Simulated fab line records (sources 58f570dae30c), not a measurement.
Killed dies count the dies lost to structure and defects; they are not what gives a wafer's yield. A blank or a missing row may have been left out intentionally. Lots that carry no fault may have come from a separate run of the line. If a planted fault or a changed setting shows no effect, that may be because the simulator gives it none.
fab line records | flow berkeley-cmos170
record: lots: 14 | wafers: 42 | last-day: 12
route steps=331 shown START@4 ACTIVE@75 M2@272 M3@324
lots with no fault: from the same line, run without faults
start-h: start of the lot's first displayed wafer, in hours after the record's first day | wait-h: hours since the lot's step before | " same as the row above | L1.1+2: a single row standing in for several wafers | - no value, or no start given | * or withheld: withheld | < > ~ a bound
route shown NAME@n: names a module that has steps shown in the file, with the first one's number in the route | usual: mean/standard deviation taken from wafers without a fault | same: alike in all rows | chamber/n: place in a boat | sites: each site's reading | _std_site: standard deviation of those values | _edge_site: outer sites' mean less inner sites' | radius-mm: how far each site lies from the wafer's centre | mask NAME#n: copy n | behind: tool/chamber where the wafer was last shaped | hold: why the lot went on hold/how many hours it stayed there/how the hold came to an end | device: the n, p or np transistor that did not switch | end of line: tests run on the same wafers once the route is complete | a step given without rows: its recipe and nothing more | killed: count of dies lost to structure and defects at first sort (not the wafer's yield) | map: a wafer's dies, x killed, . not, _ none there
set.NAME: the setting as run; set.NAME@STEP: as run at that earlier step | model.NAME: the simulator's own value behind a step, which no gauge read
one table for each step of the route and one row for each wafer, over a sample of lots
services: from which hour (start-h, from the record's first day; less than 0 if before it) a tool's chamber was out of use, for how many hours, and why
== steps ==
step: UCB170_START_THK_MEAS_03
recipe: reads: SiO2_of_START_OXIDATION_02
usual: START_OXIDE_THK: 20.2/0.43
lot.wafer | tool          | chamber | start-h | wait-h | START_OXIDE_THK[nm]
L592.3    | film-metro-01 | -       | 14.65   | 0.0    | 19.7
L592.4    | "             | -       | "       | "      | 19.6
L592.6    | "             | -       | "       | "      | 19.7
L593.1    | film-metro-04 | -       | 19.96   | 0.0    | 20.0
L593.3    | "             | -       | "       | "      | 20.4
L593.6    | "             | -       | "       | "      | 20.0
L594.2    | film-metro-04 | -       | 26.94   | 0.0    | 20.1
L594.5    | "             | -       | "       | "      | 20.5
L594.6    | "             | -       | "       | "      | 20.5
L595.3    | film-metro-01 | -       | 26.95   | 0.0    | 19.5
L595.4    | "             | -       | "       | "      | 19.5
L595.6    | "             | -       | "       | "      | 19.5
L596.1    | film-metro-02 | -       | 36.58   | 0.0    | 20.1
L596.3    | "             | -       | "       | "      | 20.1
L596.5    | "             | -       | "       | "      | 20.1
L597.1    | film-metro-01 | -       | 39.46   | 0.0    | 19.7
L597.2    | "             | -       | "       | "      | 20.1
L597.5    | "             | -       | "       | "      | 19.7
L598.2    | film-metro-02 | -       | 45.28   | 0.0    | 19.9
L598.4    | "             | -       | "       | "      | 20.0
L598.6    | "             | -       | "       | "      | 20.1
L599.2    | film-metro-01 | -       | 50.95   | 0.0    | 20.1
L599.3    | "             | -       | "       | "      | 20.3
L599.5    | "             | -       | "       | "      | 20.2
L604.2    | film-metro-04 | -       | 77.76   | 0.0    | 19.5
L604.3    | "             | -       | "       | "      | 19.0
L604.6    | "             | -       | "       | "      | 19.2
L606.1    | film-metro-01 | -       | 85.77   | 0.0    | 20.3
L606.3    | "             | -       | "       | "      | 20.4
L606.6    | "             | -       | "       | "      | 19.9
L608.1    | film-metro-04 | -       | 95.39   | 0.0    | 20.2
L608.4    | "             | -       | "       | "      | 20.2
L608.6    | "             | -       | "       | "      | 19.9
L611.1    | film-metro-01 | -       | 110.82  | 0.0    | 20.5
L611.3    | "             | -       | "       | "      | 20.7
L611.4    | "             | -       | "       | "      | 20.9
L612.1    | film-metro-04 | -       | 114.27  | 0.0    | 20.8
L612.2    | "             | -       | "       | "      | 20.3
L612.6    | "             | -       | "       | "      | 20.5
L614.2    | film-metro-04 | -       | 125.38  | 0.0    | 20.7
L614.5    | "             | -       | "       | "      | 20.6
L614.6    | "             | -       | "       | "      | 20.4
step: UCB170_ACTIVE_ETCH_15
recipe: chemistry: CH3F/Ar/O2 | target: Si3N4 | stop-on: SiO2 | CH3F_flow_sccm: 20 | Ar_flow_sccm: 50 | O2_flow_sccm: 7 | pressure-mtorr: 50 | rf-w: 450 | target-depth-a: 2420 | over-etch-frac: 0.1 | time-s: 151
usual: CH3F_flow_sccm: 20.00/0.053 | drypump-motor-current-A: 5.8/0.5 | oes-product-au: 0.938/0.016 | throttle-valve-pct: 8.04/0.11
lot.wafer | tool        | chamber | start-h | wait-h | CH3F_flow_sccm | drypump-motor-current-A | oes-product-au | rf-hours-counter-h | throttle-valve-pct
L592.3    | rie-diel-04 | 2       | 97.76   | 0.0    | 20.00          | 5.9                     | 0.939          | 104                | 7.83
L592.4    | "           | 0       | "       | "      | 19.93          | 5.4                     | 0.947          | 91                 | 8.11
L592.6    | "           | 3       | "       | "      | 20.09          | 6.0                     | 0.937          | -                  | 7.99
L593.1    | rie-diel-02 | 0       | 98.04   | 0.0    | 20.01          | 6.2                     | 0.958          | 61                 | 8.02
L593.3    | "           | 1       | "       | "      | 20.00          | 6.3                     | 0.930          | 42                 | 8.07
L593.6    | "           | 1       | "       | "      | 20.02          | 6.3                     | 0.927          | -                  | 8.06
L595.3    | rie-diel-04 | 1       | 102.66  | 0.0    | 19.88          | 5.1                     | 0.921          | 150                | 8.19
L595.4    | "           | 0       | "       | "      | 19.98          | 5.4                     | 0.954          | 91                 | 8.12
L595.6    | "           | 0       | "       | "      | 19.97          | 5.4                     | 0.946          | -                  | 8.10
L594.2    | rie-diel-01 | 3       | 102.91  | 0.0    | 20.04          | 6.1                     | 0.952          | 63                 | 8.03
L594.5    | "           | 0       | "       | "      | 20.05          | 5.1                     | 0.910          | -                  | 8.16
L594.6    | "           | 3       | "       | "      | 20.06          | 6.1                     | 0.954          | -                  | 8.01
L597.1    | rie-diel-02 | 2       | 114.79  | 0.0    | 19.99          | 5.2                     | 0.963          | 34                 | 8.10
L597.2    | "           | 0       | "       | "      | 19.95          | 6.1                     | 0.967          | 62                 | 8.00
L597.5    | "           | 1       | "       | "      | 20.05          | 6.3                     | 0.923          | -                  | 8.08
L596.1    | rie-diel-01 | 1       | 114.90  | 0.0    | 20.05          | 5.9                     | 0.941          | 15                 | 8.06
L596.3    | "           | 0       | "       | "      | 20.04          | 5.1                     | 0.912          | 114                | 8.15
L596.5    | "           | 2       | "       | "      | 19.99          | 6.7                     | 0.951          | -                  | 7.78
L598.2    | rie-diel-01 | 3       | 123.66  | 0.0    | 20.04          | 6.1                     | 0.949          | 64                 | 8.03
L598.4    | "           | 2       | "       | "      | 19.96          | 6.7                     | 0.953          | 153                | 7.79
L598.6    | "           | 3       | "       | "      | 19.98          | 6.1                     | 0.938          | -                  | 8.00
L599.2    | rie-diel-01 | 3       | 124.26  | 0.0    | 20.03          | 6.1                     | 0.952          | 64                 | 8.04
L599.3    | "           | 0       | "       | "      | 20.00          | 5.1                     | 0.908          | 114                | 8.15
L599.5    | "           | 3       | "       | "      | 20.04          | 6.1                     | 0.954          | -                  | 8.03
L604.2    | rie-diel-01 | 0       | 157.30  | 0.0    | 19.98          | 5.0                     | 0.914          | 116                | 8.15
L604.3    | "           | 1       | "       | "      | 20.02          | 5.9                     | 0.949          | 17                 | 8.06
L604.6    | "           | 1       | "       | "      | 19.95          | 5.9                     | 0.940          | -                  | 8.07
L606.1    | rie-diel-04 | 3       | 163.28  | 0.0    | 20.02          | 6.0                     | 0.924          | 134                | 7.99
L606.3    | "           | 0       | "       | "      | 20.03          | 5.4                     | 0.944          | 93                 | 8.11
L606.6    | "           | 2       | "       | "      | 20.02          | 5.9                     | 0.931          | -                  | 7.86
L608.1    | rie-diel-02 | 2       | 179.38  | 0.0    | 19.99          | 5.2                     | 0.966          | 36                 | 8.08
L608.4    | "           | 3       | "       | "      | 19.95          | 5.5                     | 0.924          | 19                 | 8.18
L608.6    | "           | 1       | "       | "      | 20.06          | 6.3                     | 0.926          | -                  | 8.06
L612.1    | rie-diel-01 | 0       | 191.25  | 0.0    | 20.05          | 5.1                     | 0.917          | 118                | 8.14
L612.2    | "           | 3       | "       | "      | 19.96          | 6.1                     | 0.957          | 67                 | 8.04
L612.6    | "           | 3       | "       | "      | 19.95          | 6.1                     | 0.966          | -                  | 8.02
L611.1    | rie-diel-02 | 0       | 191.52  | 0.0    | 19.96          | 6.1                     | 0.963          | 66                 | 8.00
L611.3    | "           | 2       | "       | "      | 20.03          | 5.2                     | 0.952          | 37                 | 8.10
L611.4    | "           | 1       | "       | "      | 20.00          | 6.3                     | 0.928          | 47                 | 8.06
L614.2    | rie-diel-04 | 1       | 201.14  | 0.0    | 20.01          | 5.0                     | 0.929          | 2                  | 8.17
L614.5    | "           | 3       | "       | "      | 20.04          | 6.0                     | 0.910          | -                  | 8.00
L614.6    | "           | 1       | "       | "      | 19.96          | 5.0                     | 0.942          | -                  | 8.17
step: UCB170_M2_SPUTTER_01
recipe: material: Al | target-thk-nm: 900 | time-s: 120 | power-w: 6000 | chamber-pressure-pa: 0.5
usual: throttle-valve-pct: 29.7/0.97
lot.wafer | tool           | chamber | start-h | wait-h | throttle-valve-pct
L595.3    | pvd-sputter-01 | -       | 193.49  | 0.0    | 28.9
L595.4    | "              | -       | "       | "      | 29.1
L595.6    | "              | -       | "       | "      | 32.1
L594.2    | pvd-sputter-02 | -       | 193.60  | 0.0    | 29.3
L594.5    | "              | -       | "       | "      | 30.5
L594.6    | "              | -       | "       | "      | 29.3
L593.1    | pvd-sputter-04 | -       | 193.76  | 0.0    | 29.5
L593.3    | "              | -       | "       | "      | 29.3
L593.6    | "              | -       | "       | "      | 29.7
L592.3    | pvd-sputter-01 | -       | 194.33  | 0.0    | 31.6
L592.4    | "              | -       | "       | "      | 28.9
L592.6    | "              | -       | "       | "      | 31.8
L597.1    | pvd-sputter-02 | -       | 195.06  | 0.0    | 30.4
L597.2    | "              | -       | "       | "      | 30.3
L597.5    | "              | -       | "       | "      | 29.3
L596.1    | pvd-sputter-04 | -       | 197.18  | 0.0    | 28.5
L596.3    | "              | -       | "       | "      | 29.1
L596.5    | "              | -       | "       | "      | 29.2
L599.2    | pvd-sputter-04 | -       | 217.71  | 0.0    | 29.9
L599.3    | "              | -       | "       | "      | 28.5
L599.5    | "              | -       | "       | "      | 29.8
L598.2    | pvd-sputter-02 | -       | 218.00  | 0.0    | 30.6
L598.4    | "              | -       | "       | "      | 29.1
L598.6    | "              | -       | "       | "      | 30.2
L604.2    | pvd-sputter-04 | -       | 245.68  | 0.0    | 28.6
L604.3    | "              | -       | "       | "      | 29.2
L604.6    | "              | -       | "       | "      | 28.3
L606.1    | pvd-sputter-04 | -       | 247.15  | 0.0    | 29.1
L606.3    | "              | -       | "       | "      | 28.9
L606.6    | "              | -       | "       | "      | 29.4
L608.1    | pvd-sputter-04 | -       | 261.09  | 0.0    | 29.6
L608.4    | "              | -       | "       | "      | 28.8
L608.6    | "              | -       | "       | "      | 29.7
L612.1    | pvd-sputter-01 | -       | 273.31  | 0.0    | 31.7
L612.2    | "              | -       | "       | "      | 31.4
L612.6    | "              | -       | "       | "      | 31.4
L611.1    | pvd-sputter-02 | -       | 274.27  | 0.0    | 29.0
L611.3    | "              | -       | "       | "      | 30.3
L611.4    | "              | -       | "       | "      | 29.1
L614.2    | pvd-sputter-01 | -       | 282.76  | 0.0    | 29.1
L614.5    | "              | -       | "       | "      | 31.9
L614.6    | "              | -       | "       | "      | 31.6
step: UCB170_M2_RS_MEAS_02
recipe: thk-meas-gauge: four-point-probe | reads: Al_of_M2_SPUTTER_01
usual: M2_AL_RS: 0.0322/0.00039
lot.wafer | tool          | chamber | start-h | wait-h | M2_AL_RS[ohm/sq]
L595.3    | film-metro-02 | -       | 193.61  | 0.1    | 0.0329
L595.4    | "             | -       | "       | "      | 0.0328
L595.6    | "             | -       | "       | "      | 0.0329
L594.2    | film-metro-03 | -       | 193.71  | 0.1    | 0.0322
L594.5    | "             | -       | "       | "      | 0.0324
L594.6    | "             | -       | "       | "      | 0.0325
L593.1    | film-metro-02 | -       | 193.85  | 0.0    | 0.0319
L593.3    | "             | -       | "       | "      | 0.0321
L593.6    | "             | -       | "       | "      | 0.0320
L592.3    | film-metro-04 | -       | 194.45  | 0.1    | 0.0331
L592.4    | "             | -       | "       | "      | 0.0327
L592.6    | "             | -       | "       | "      | 0.0330
L597.1    | film-metro-03 | -       | 195.15  | 0.0    | 0.0323
L597.2    | "             | -       | "       | "      | 0.0326
L597.5    | "             | -       | "       | "      | 0.0320
L596.1    | film-metro-03 | -       | 197.26  | 0.0    | 0.0324
L596.3    | "             | -       | "       | "      | 0.0322
L596.5    | "             | -       | "       | "      | 0.0323
L599.2    | film-metro-02 | -       | 217.81  | 0.1    | 0.0318
L599.3    | "             | -       | "       | "      | 0.0318
L599.5    | "             | -       | "       | "      | 0.0318
L598.2    | film-metro-04 | -       | 218.11  | 0.1    | 0.0324
L598.4    | "             | -       | "       | "      | 0.0322
L598.6    | "             | -       | "       | "      | 0.0324
L604.2    | film-metro-04 | -       | 245.78  | 0.1    | 0.1144
L604.3    | "             | -       | "       | "      | 0.1125
L604.6    | "             | -       | "       | "      | 0.1158
L606.1    | film-metro-03 | -       | 247.23  | 0.1    | 0.1136
L606.3    | "             | -       | "       | "      | 0.1200
L606.6    | "             | -       | "       | "      | 0.1157
L608.1    | film-metro-02 | -       | 261.17  | 0.1    | 0.1243
L608.4    | "             | -       | "       | "      | 0.1190
L608.6    | "             | -       | "       | "      | 0.1175
L612.1    | film-metro-02 | -       | 273.40  | 0.1    | 0.0318
L612.2    | "             | -       | "       | "      | 0.0314
L612.6    | "             | -       | "       | "      | 0.0314
L611.1    | film-metro-03 | -       | 274.36  | 0.0    | 0.0321
L611.3    | "             | -       | "       | "      | 0.0322
L611.4    | "             | -       | "       | "      | 0.0321
L614.2    | film-metro-02 | -       | 282.87  | 0.1    | 0.0321
L614.5    | "             | -       | "       | "      | 0.0320
L614.6    | "             | -       | "       | "      | 0.0318
step: UCB170_M2_THK_MEAS_03
recipe: thk-meas-gauge: xrf | reads: Al_of_M2_SPUTTER_01
usual: M2_AL_THK: 919/12
lot.wafer | tool          | chamber | start-h | wait-h | M2_AL_THK[nm]
L595.3    | film-metro-02 | -       | 193.71  | 0.1    | 887
L595.4    | "             | -       | "       | "      | 889
L595.6    | "             | -       | "       | "      | 896
L594.2    | film-metro-03 | -       | 193.82  | 0.1    | 917
L594.5    | "             | -       | "       | "      | 912
L594.6    | "             | -       | "       | "      | 910
L593.1    | film-metro-02 | -       | 193.97  | 0.1    | 918
L593.3    | "             | -       | "       | "      | 910
L593.6    | "             | -       | "       | "      | 919
L592.3    | film-metro-04 | -       | 194.55  | 0.1    | 905
L592.4    | "             | -       | "       | "      | 913
L592.6    | "             | -       | "       | "      | 907
L597.1    | film-metro-03 | -       | 195.27  | 0.1    | 909
L597.2    | "             | -       | "       | "      | 904
L597.5    | "             | -       | "       | "      | 922
L596.1    | film-metro-03 | -       | 197.38  | 0.1    | 907
L596.3    | "             | -       | "       | "      | 915
L596.5    | "             | -       | "       | "      | 918
L599.2    | film-metro-02 | -       | 217.92  | 0.1    | 923
L599.3    | "             | -       | "       | "      | 931
L599.5    | "             | -       | "       | "      | 929
L598.2    | film-metro-04 | -       | 218.22  | 0.1    | 914
L598.4    | "             | -       | "       | "      | 917
L598.6    | "             | -       | "       | "      | 920
L604.2    | film-metro-04 | -       | 245.89  | 0.1    | 267
L604.3    | "             | -       | "       | "      | 270
L604.6    | "             | -       | "       | "      | 263
L606.1    | film-metro-03 | -       | 247.35  | 0.1    | 268
L606.3    | "             | -       | "       | "      | 255
L606.6    | "             | -       | "       | "      | 262
L608.1    | film-metro-02 | -       | 261.29  | 0.1    | 245
L608.4    | "             | -       | "       | "      | 255
L608.6    | "             | -       | "       | "      | 260
L612.1    | film-metro-02 | -       | 273.52  | 0.1    | 928
L612.2    | "             | -       | "       | "      | 936
L612.6    | "             | -       | "       | "      | 935
L611.1    | film-metro-03 | -       | 274.48  | 0.1    | 923
L611.3    | "             | -       | "       | "      | 914
L611.4    | "             | -       | "       | "      | 920
L614.2    | film-metro-02 | -       | 282.98  | 0.1    | 921
L614.5    | "             | -       | "       | "      | 921
L614.6    | "             | -       | "       | "      | 925
step: UCB170_M2_METAL_ETCH_18
recipe: chemistry: Cl2/BCl3 | target: Al | stop-on: SiO2 | pressure-mtorr: 12 | target-depth-a: 11700 | over-etch-frac: 0.3 | time-s: 195 | icp-w: 600 | bias-w: 120 | Cl2_flow_sccm: 90 | bcl3-flow-sccm: 45
usual: drypump-motor-current-A: 5.8/0.34 | he-backside-leak-sccm: 3.3/0.39 | oes-product-au: 0.858/0.016 | throttle-valve-pct: 24.41/0.23
lot.wafer | tool         | chamber | start-h | wait-h | drypump-motor-current-A | he-backside-leak-sccm | oes-product-au | rf-hours-counter-h | throttle-valve-pct
L592.3    | rie-metal-01 | 1       | 200.52  | -      | 5.5                     | 3.2                   | 0.869          | -                  | 23.97
L592.4    | "            | 0       | "       | "      | 5.4                     | 3.4                   | 0.841          | -                  | 24.46
L592.6    | "            | 1       | "       | "      | 5.5                     | 2.9                   | 0.872          | -                  | 23.95
L593.1    | rie-metal-02 | 1       | 200.73  | -      | 5.7                     | 3.1                   | 0.844          | 5                  | 24.54
L593.3    | "            | 0       | "       | "      | 6.5                     | 3.5                   | 0.845          | -                  | 24.53
L593.6    | "            | 1       | "       | "      | 5.7                     | 2.9                   | 0.848          | -                  | 24.53
L595.3    | rie-metal-04 | 1       | 200.80  | -      | 6.2                     | 3.5                   | 0.826          | -                  | 24.54
L595.4    | "            | 0       | "       | "      | 5.7                     | 3.2                   | 0.858          | -                  | 24.52
L595.6    | "            | 0       | "       | "      | 5.7                     | 3.2                   | 0.865          | -                  | 24.50
L594.2    | rie-metal-01 | 0       | 200.97  | -      | 5.5                     | 3.5                   | 0.840          | 11                 | 24.48
L594.5    | "            | 1       | "       | "      | 5.5                     | 2.9                   | 0.884          | -                  | 23.95
L594.6    | "            | 0       | "       | "      | 5.5                     | 3.5                   | 0.838          | -                  | 24.46
L597.1    | rie-metal-02 | 0       | 201.06  | -      | 6.5                     | 3.5                   | 0.855          | 1                  | 24.52
L597.2    | "            | 1       | "       | "      | 5.7                     | 2.9                   | 0.850          | 5                  | 24.56
L597.5    | "            | 0       | "       | "      | 6.5                     | 3.3                   | 0.849          | -                  | 24.53
L596.1    | rie-metal-04 | 0       | 201.34  | -      | 5.7                     | 3.4                   | 0.870          | 12                 | 24.51
L596.3    | "            | 0       | "       | "      | 5.7                     | 3.4                   | 0.874          | -                  | 24.50
L596.5    | "            | 1       | "       | "      | 6.2                     | 3.5                   | 0.846          | -                  | 24.57
L599.2    | rie-metal-01 | 0       | 220.54  | -      | 5.5                     | 3.4                   | 0.852          | 12                 | 24.46
L599.3    | "            | 0       | "       | "      | 5.5                     | 3.4                   | 0.851          | -                  | 24.45
L599.5    | "            | 1       | "       | "      | 5.6                     | 2.8                   | 0.882          | -                  | 23.93
L598.2    | rie-metal-04 | 0       | 220.62  | -      | 5.7                     | 3.2                   | 0.863          | 13                 | 24.50
L598.4    | "            | 1       | "       | "      | 6.2                     | 6.0                   | 0.848          | -                  | 24.57
L598.6    | "            | 1       | "       | "      | 6.2                     | 3.5                   | 0.848          | -                  | 24.56
L604.2    | rie-metal-04 | 1       | 248.29  | -      | 6.2                     | 3.8                   | 0.506          | 13                 | 24.72
L604.3    | "            | 1       | "       | "      | 6.2                     | 3.6                   | 0.512          | -                  | 24.73
L604.6    | "            | 0       | "       | "      | 5.7                     | 3.4                   | 0.527          | -                  | 24.68
L606.1    | rie-metal-04 | 0       | 249.47  | -      | 5.8                     | 3.5                   | 0.535          | 14                 | 24.67
L606.3    | "            | 1       | "       | "      | 6.2                     | 3.4                   | 0.511          | -                  | 24.74
L606.6    | "            | 0       | "       | "      | 5.8                     | 3.3                   | 0.520          | -                  | 24.66
L608.1    | rie-metal-01 | 0       | 263.68  | -      | 5.5                     | 3.5                   | 0.502          | 13                 | 24.64
L608.4    | "            | 1       | "       | "      | 5.5                     | 2.9                   | 0.525          | -                  | 24.11
L608.6    | "            | 0       | "       | "      | 5.5                     | 3.5                   | 0.503          | -                  | 24.64
L612.1    | rie-metal-01 | 1       | 276.62  | -      | 5.6                     | 3.3                   | 0.878          | 7                  | 23.93
L612.2    | "            | 0       | "       | "      | 5.5                     | 3.4                   | 0.851          | 14                 | 24.48
L612.6    | "            | 0       | "       | "      | 5.5                     | 3.4                   | 0.853          | -                  | 24.48
L611.1    | rie-metal-02 | 0       | 277.30  | -      | 6.5                     | 3.4                   | 0.853          | 3                  | 24.53
L611.3    | "            | 1       | "       | "      | 5.7                     | 3.2                   | 0.850          | -                  | 24.51
L611.4    | "            | 0       | "       | "      | 6.5                     | 3.4                   | 0.849          | -                  | 24.53
L614.2    | rie-metal-01 | 0       | 285.31  | -      | 5.5                     | 3.4                   | 0.847          | 15                 | 24.47
L614.5    | "            | 0       | "       | "      | 5.5                     | 3.6                   | 0.844          | -                  | 24.47
L614.6    | "            | 1       | "       | "      | 5.5                     | 2.9                   | 0.882          | -                  | 23.94
step: UCB170_M3_CD_MEAS_15
recipe: target-cd-nm: 700
usual: cd-nm: 699.9/1.2
lot.wafer | tool      | chamber | start-h | wait-h | cd-nm
L592.3    | cd-sem-02 | -       | 208.89  | -      | 700.0
L592.4    | "         | -       | "       | "      | 698.3
L592.6    | "         | -       | "       | "      | 700.0
L593.1    | cd-sem-02 | -       | 209.13  | -      | 697.9
L593.3    | "         | -       | "       | "      | 699.1
L593.6    | "         | -       | "       | "      | 697.4
L597.1    | cd-sem-02 | -       | 209.30  | -      | 700.5
L597.2    | "         | -       | "       | "      | 700.8
L597.5    | "         | -       | "       | "      | 700.3
L595.3    | cd-sem-01 | -       | 209.34  | -      | 700.7
L595.4    | "         | -       | "       | "      | 699.5
L595.6    | "         | -       | "       | "      | 699.6
L594.2    | cd-sem-02 | -       | 209.60  | -      | 700.8
L594.5    | "         | -       | "       | "      | 701.1
L594.6    | "         | -       | "       | "      | 700.4
L596.1    | cd-sem-01 | -       | 209.91  | -      | 698.8
L596.3    | "         | -       | "       | "      | 700.1
L596.5    | "         | -       | "       | "      | 699.9
L598.2    | cd-sem-01 | -       | 228.79  | -      | 700.1
L598.4    | "         | -       | "       | "      | 700.7
L598.6    | "         | -       | "       | "      | 699.6
L599.2    | cd-sem-01 | -       | 229.06  | -      | 700.5
L599.3    | "         | -       | "       | "      | 700.6
L599.5    | "         | -       | "       | "      | 700.5
L604.2    | cd-sem-02 | -       | 254.26  | -      | 701.1
L604.3    | "         | -       | "       | "      | 701.0
L604.6    | "         | -       | "       | "      | 703.0
L606.1    | cd-sem-02 | -       | 256.45  | -      | 700.5
L606.3    | "         | -       | "       | "      | 701.1
L606.6    | "         | -       | "       | "      | 700.5
L608.1    | cd-sem-02 | -       | 268.99  | -      | 702.0
L608.4    | "         | -       | "       | "      | 702.4
L608.6    | "         | -       | "       | "      | 702.5
L612.1    | cd-sem-01 | -       | 283.06  | -      | 699.3
L612.2    | "         | -       | "       | "      | 698.6
L612.6    | "         | -       | "       | "      | 699.1
L611.1    | cd-sem-02 | -       | 283.20  | -      | 699.0
L611.3    | "         | -       | "       | "      | 698.7
L611.4    | "         | -       | "       | "      | 698.5
L614.2    | cd-sem-01 | -       | 291.00  | -      | 699.8
L614.5    | "         | -       | "       | "      | 699.9
L614.6    | "         | -       | "       | "      | 698.5
== services ==
tool           | chamber | start-h | hours | kind
pvd-sputter-02 | -       | 93.49   | 2.9   | repair
rie-metal-02   | -       | 98.25   | 0.6   | repair
rie-metal-02   | -       | 119.07  | 2.5   | repair
rie-diel-01    | 3       | 133.45  | 14.7  | repair
rie-diel-01    | 0       | 142.50  | 6.1   | repair
rie-diel-04    | 1       | 147.74  | -     | clean
rie-diel-04    | 1       | 147.74  | 16.7  | scheduled-down
rie-diel-04    | 1       | 147.74  | 16.7  | vent-cycle
pvd-sputter-01 | -       | 155.38  | 9.8   | repair
rie-diel-01    | 2       | 160.60  | -     | clean
rie-diel-01    | 2       | 160.60  | 21.2  | scheduled-down
rie-diel-01    | 2       | 160.60  | 21.2  | vent-cycle
rie-diel-04    | 0       | 179.73  | 16.7  | repair
pvd-sputter-01 | -       | 181.79  | 1.0   | repair
pvd-sputter-04 | -       | 185.37  | 2.1   | repair
rie-diel-04    | 3       | 195.17  | 5.8   | repair
pvd-sputter-01 | -       | 197.44  | 1.5   | repair
rie-diel-04    | 2       | 200.18  | 10.8  | repair
pvd-sputter-04 | -       | 211.21  | 1.9   | repair
rie-metal-02   | 0       | 214.57  | 6.6   | repair
rie-diel-04    | 3       | 229.26  | -     | clean
rie-diel-04    | 3       | 229.26  | 20.4  | scheduled-down
rie-diel-04    | -       | 243.96  | 3.2   | repair
rie-diel-02    | -       | 282.56  | 4.3   | pm
== key ==
first-sign: step: UCB170_M2_RS_MEAS_02 | reading: M2_AL_RS | direction: up | sigmas: 99+ | usual: 0.0322 | struck: 0.1170
effect: step: UCB170_M2_THK_MEAS_03 | reading: M2_AL_THK | direction: down | sigmas: 54 | usual: 919 | struck: 261
effect: step: UCB170_M2_METAL_ETCH_18 | reading: oes-product-au | direction: down | sigmas: 22 | usual: 0.858 | struck: 0.516
met-at UCB170_M2_SPUTTER_01
struck-lots L604,L606,L608
sort-left-out L604.2,L604.3,L604.6,L606.1,L606.3,L606.6,L608.1,L608.4,L608.6
not-acting-at UCB170_START_THK_MEAS_03,UCB170_ACTIVE_ETCH_15,UCB170_M3_CD_MEAS_15
onset-between 217.71 245.68
fault: kind: process-parameter-drift | tool: pvd-sputter-04 | chamber: - | onset-h: 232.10 | steps: UCB170_M2_SPUTTER_01 | channel: time-s | offset: * | shape: step | end-h: 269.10 | acts-in: * | stated: *
sort-left-out: the simulated sort isn't trusted on such a fault, so these wafers' sort isn't shown, and their yield isn't known
